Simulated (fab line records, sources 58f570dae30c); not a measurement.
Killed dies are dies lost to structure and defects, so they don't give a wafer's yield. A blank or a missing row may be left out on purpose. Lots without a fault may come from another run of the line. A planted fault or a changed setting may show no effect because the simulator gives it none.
One fault seen from 2 desks | flow berkeley_cmos170 | each desk has only its own numbers; what lay behind them comes last

THE METROLOGY DESK
What the gauges read, lot by lot, whatever tool the lot ran on: means of the sampled wafers that have a number. A lot is out of limits, marked OUT, if its mean lies more than 4 standard deviations from the usual mean; the brackets give that distance.
Columns: A = PSD_RS at UCB170_SDANNEAL_RS_MEAS_02, usual 76.52 ohm/sq; B = NSD_RS at UCB170_SDANNEAL_RS_MEAS_03, usual 37.08 ohm/sq; C = PLDD_RS at UCB170_SDANNEAL_RS_MEAS_04, usual 1030.9 ohm/sq; D = NLDD_RS at UCB170_SDANNEAL_RS_MEAS_05, usual 616.0 ohm/sq; E = SILICIDE_TI_RS at UCB170_SILICIDE_RS_MEAS_02, usual 26.1 ohm/sq; F = SILICIDE_TI_THK at UCB170_SILICIDE_THK_MEAS_03, usual 29.8 nm
lot  | first seen here | A     | B     | C      | D     | E    | F
L959 | day 9 09:14     | 76.27 | 36.97 | 1031.0 | 614.5 | 26.2 | 29.8
L960 | day 9 23:43     | 76.01 | 37.15 | 1034.8 | 615.8 | 26.4 | 29.7
L961 | day 10 00:33    | 76.15 | 37.12 | 1034.1 | 615.7 | 25.7 | 30.1
L965 | day 10 10:41    | 76.83 | 37.08 | 1033.8 | 617.1 | 26.1 | 29.7
L969 | day 11 12:58    | 76.53 | 36.92 | 1031.2 | 614.5 | 25.8 | 30.2
L972 | day 12 05:35    | 76.48 | 37.00 | 1030.7 | 614.7 | 26.2 | 29.8
This desk's finding: nothing out of limits on any of the 6 lots.

THE TOOL OWNER'S DESK: rtp_anneal-01
The tool's own readings at UCB170_SILICIDE_RTA_04 (time 15 s): means of the sampled wafers that have a number, for each lot that ran on this tool. A lot is out of limits, marked OUT, if its mean lies more than 4 standard deviations from the usual mean; the brackets give that distance.
Columns: A = chamber_o2_ppm at UCB170_SILICIDE_RTA_04, usual 1.997; B = lamp_power_pct at UCB170_SILICIDE_RTA_04, usual 11.02 %; C = wafer_temp_C_max at UCB170_SILICIDE_RTA_04, usual 652.8
lot  | first seen here | A                         | B     | C
L960 | day 10 00:28    | 2.009                     | 11.22 | 652.1
L961 | day 10 01:18    | 302.023 (+99 or more) OUT | 11.23 | 652.6
L965 | day 10 11:26    | 301.997 (+99 or more) OUT | 11.22 | 652.7
This desk's finding: out of limits on L961, L965; first on L961, day 10 01:18 (chamber_o2_ppm at UCB170_SILICIDE_RTA_04). In limits: L960.

PUT TOGETHER
The tool owner's desk could have raised an alarm at day 10 01:18, on L961, L965.
The metrology desk saw nothing out of limits.
The metrology desk has L961, L965 on record, within its limits.
Of the lots named, all ran UCB170_SILICIDE_RTA_04 on rtp_anneal-01.

WHAT THE SIMULATOR HAD PUT IN
Process parameter drift: rtp_anneal-01, from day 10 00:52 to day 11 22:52, at UCB170_SILICIDE_RTA_04. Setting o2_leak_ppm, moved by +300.
Lots struck among those shown: L961, L965.
Hours from the fault's start to each desk's first reading out of limits: the tool owner's desk, 0.
